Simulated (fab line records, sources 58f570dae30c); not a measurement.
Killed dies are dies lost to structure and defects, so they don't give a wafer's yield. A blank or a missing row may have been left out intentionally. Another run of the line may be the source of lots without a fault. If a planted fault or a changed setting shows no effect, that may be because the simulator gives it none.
Split-lot experiment	flow berkeley cmos170	23 wafers read across 5 lots, on a route 331 steps long

ABOUT THE SPLIT
At UCB170_PWELL_OXIDATION_02 (target thk 26.4 nm, ox time 1260 s), the setting temp c was moved away from the recipe's 1000 C on 20 of the 23 wafers read, by -2.4% to +2.6%. All remaining wafers had this setting at the recipe value.

No step appears in the file between the split and the reading.

THE READING
PWELL_OXIDE_THK in nanometres, read at UCB170_PWELL_THK_MEAS_03. A value of 26.2 nm with a standard deviation of 0.51 nm is what fault-free wafers of this fab line usually give.

wafer	tool, chamber at the split	temp c as run, C	against the recipe	PWELL_OXIDE_THK, nm	against lot-mates on the recipe
L076.1	-, -	991.3	-0.9%	23.8	no lot-mate on the recipe
L076.2	-, -	991.3	-0.9%	24.0	no lot-mate on the recipe
L076.3	-, -	991.3	-0.9%	23.7	no lot-mate on the recipe
L076.4	-, -	991.3	-0.9%	24.0	no lot-mate on the recipe
L076.6	-, -	991.3	-0.9%	24.1	no lot-mate on the recipe
L077.1	-, -	1026	+2.6%	33.2	no lot-mate on the recipe
L077.2	-, -	1026	+2.6%	32.5	no lot-mate on the recipe
L077.3	-, -	1026	+2.6%	32.9	no lot-mate on the recipe
L077.4	-, -	1026	+2.6%	33.2	no lot-mate on the recipe
L077.6	-, -	1026	+2.6%	32.9	no lot-mate on the recipe
L081.4	furnace-02, 0	1000	recipe	26.2	-
L081.5	furnace-02, 0	1000	recipe	26.1	-
L081.6	furnace-02, 0	1000	recipe	26.2	-
L084.1	-, -	975.7	-2.4%	21.2	no lot-mate on the recipe
L084.2	-, -	975.7	-2.4%	20.8	no lot-mate on the recipe
L084.3	-, -	975.7	-2.4%	21.1	no lot-mate on the recipe
L084.5	-, -	975.7	-2.4%	21.4	no lot-mate on the recipe
L084.6	-, -	975.7	-2.4%	21.1	no lot-mate on the recipe
L085.1	-, -	1010	+1.0%	30.0	no lot-mate on the recipe
L085.2	-, -	1010	+1.0%	29.7	no lot-mate on the recipe
L085.4	-, -	1010	+1.0%	29.5	no lot-mate on the recipe
L085.5	-, -	1010	+1.0%	30.1	no lot-mate on the recipe
L085.6	-, -	1010	+1.0%	29.8	no lot-mate on the recipe

FIT RESULTS
A straight line over all 23 wafers: PWELL_OXIDE_THK changes by +2.45 nm for each +1% of temp c; r = +0.99; the points scatter about the line by 0.57 nm.
Too few moved wafers have a lot-mate on the recipe to fit a line with each lot's own level taken away.

THE WHOLE CHAIN: every reading that the file lists as answering this split, in the file's order
step	what it does	reading	change (the file's fit)	r (the file's)
UCB170_PWELL_OXIDATION_02	target thk 26.4 nm, ox time 1260 s	SiO2_of_PWELL_OXIDATION_02.thk nm (the simulator's own value, which no gauge read)	+2.45 nm for each +1% of the setting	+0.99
UCB170_PWELL_THK_MEAS_03		PWELL_OXIDE_THK	+2.45 for each +1% of the setting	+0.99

FILE'S OWN FIT
PWELL_OXIDE_THK changes by +2.45 nm for each +1% of temp c, r = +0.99.
